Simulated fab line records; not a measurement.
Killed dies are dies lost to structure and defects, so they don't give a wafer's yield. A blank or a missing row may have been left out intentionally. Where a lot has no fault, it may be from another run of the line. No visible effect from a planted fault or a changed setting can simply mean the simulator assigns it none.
Comparing a struck lot with a sound one || flow berkeley_cmos170 || 15 steps out of a route of 331
Sound: the wafers L435.1, L435.3, L435.6. Wafers L427.1, L427.2, L427.4 were the ones struck. The cause comes at the end.
At each step with rows: each side's tool, then ch and its chambers, then its first start. Under that, the readings that differ: sound wafers || struck wafers || difference of the means || sigmas: that difference in standard deviations of wafers without a fault.
alike: words and numbers the same on both sides, and readings whose means are apart by under 2 such deviations; not compared: readings that were withheld, readings missing a value for some wafer, numbers with overlapping values and no deviation given by the record, and bounds like >300 which may hide the same value.
The two part at a step that has a row with sigmas, a row that says differs or no value, or rows on one side only. Non-overlapping numbers with no deviation appear without sigmas and do not part them. A reading that every wafer of one side lacks parts them only if that side has two wafers or more.

UCB170_NSD_CD_MEAS_06 targets a cd of 1200 nm.
  sound: cd_sem-02 at day 8 18:22; struck: cd_sem-01 at day 7 13:58
  alike: cd_nm
UCB170_NSD_OVL_MEAS_07:
  sound: overlay-02 at day 8 18:29; struck: overlay-02 at day 7 14:05
  alike: NSD_OVL
after that, 1 step had no rows for these wafers: UCB170_NSD_IMPLANT_08.
UCB170_NSD_STRIP_09: strips in O2.
  sound on plasma_asher-04 ch 0, day 8 18:41; struck on plasma_asher-03 ch 0,1, day 7 14:16
  alike: drypump_motor_current_A, oes_product_au, strip_time_to_endpoint_s
  not compared: rf_hours_counter_h
UCB170_NSD_TW_MEAS_10:
  sound: film_metro-01 at day 8 18:47; struck: film_metro-04 at day 7 14:22
  alike: NSD_TW
then, 4 steps without rows for these wafers: UCB170_NSD_CLEAN_11 (cleans in SPM, time 600 s); UCB170_BACKSIDE_HMDS_00 (prime time 60 s); UCB170_BACKSIDE_COAT_01 (resist thk 900 nm); UCB170_BACKSIDE_SOFTBAKE_02 (time 60 s).
UCB170_BACKSIDE_STRIP_03: strips in O2.
  sound on plasma_asher-01 ch 0,1, day 8 20:05; struck on plasma_asher-03 ch 0,1, day 7 16:02
  alike: drypump_motor_current_A, oes_product_au, strip_time_to_endpoint_s
  not compared: rf_hours_counter_h
then, 1 step without rows for these wafers: UCB170_BACKSIDE_CLEAN_04 (cleans in SPM, time 600 s).
UCB170_SDANNEAL_RTA_00: time 10 s.
  sound on rtp_anneal-02 ch 0, day 8 20:22; struck on rtp_anneal-01 ch 0, day 7 16:20
  alike: lamp_power_pct, wafer_temp_C_max
UCB170_SDANNEAL_RTA_01: time 5 s.
  sound on rtp_anneal-02 ch 0, day 8 20:30; struck on rtp_anneal-01 ch 0, day 7 16:24
{"reading": "wafer_temp_C_max", "sound": "1052.0 1052.5 1052.4", "struck": "1013.6 1014.1 1015.1", "difference": -38.0, "sigmas": -32}
  alike: lamp_power_pct
UCB170_SDANNEAL_RS_MEAS_02: measures by four-point-probe.
  sound: film_metro-04 at day 8 20:37; struck: film_metro-01 at day 7 16:49
{"reading": "PSD_RS (ohm/sq)", "sound": "75.40 75.46 75.16", "struck": "96.36 96.87 96.94", "difference": "+21.38", "sigmas": "+82"}
  not compared: hold
UCB170_M3_PROBE_99:
  the record holds rows for the sound wafers here (prober-02, day 9 20:37) but none for the struck ones

WHERE THEY PART
At UCB170_SDANNEAL_RTA_01 first; at UCB170_M3_PROBE_99 last (within this record only).

WHY: the cause the simulator had injected
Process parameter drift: rtp_anneal-01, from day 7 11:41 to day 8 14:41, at UCB170_SDANNEAL_RTA_01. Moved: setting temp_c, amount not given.
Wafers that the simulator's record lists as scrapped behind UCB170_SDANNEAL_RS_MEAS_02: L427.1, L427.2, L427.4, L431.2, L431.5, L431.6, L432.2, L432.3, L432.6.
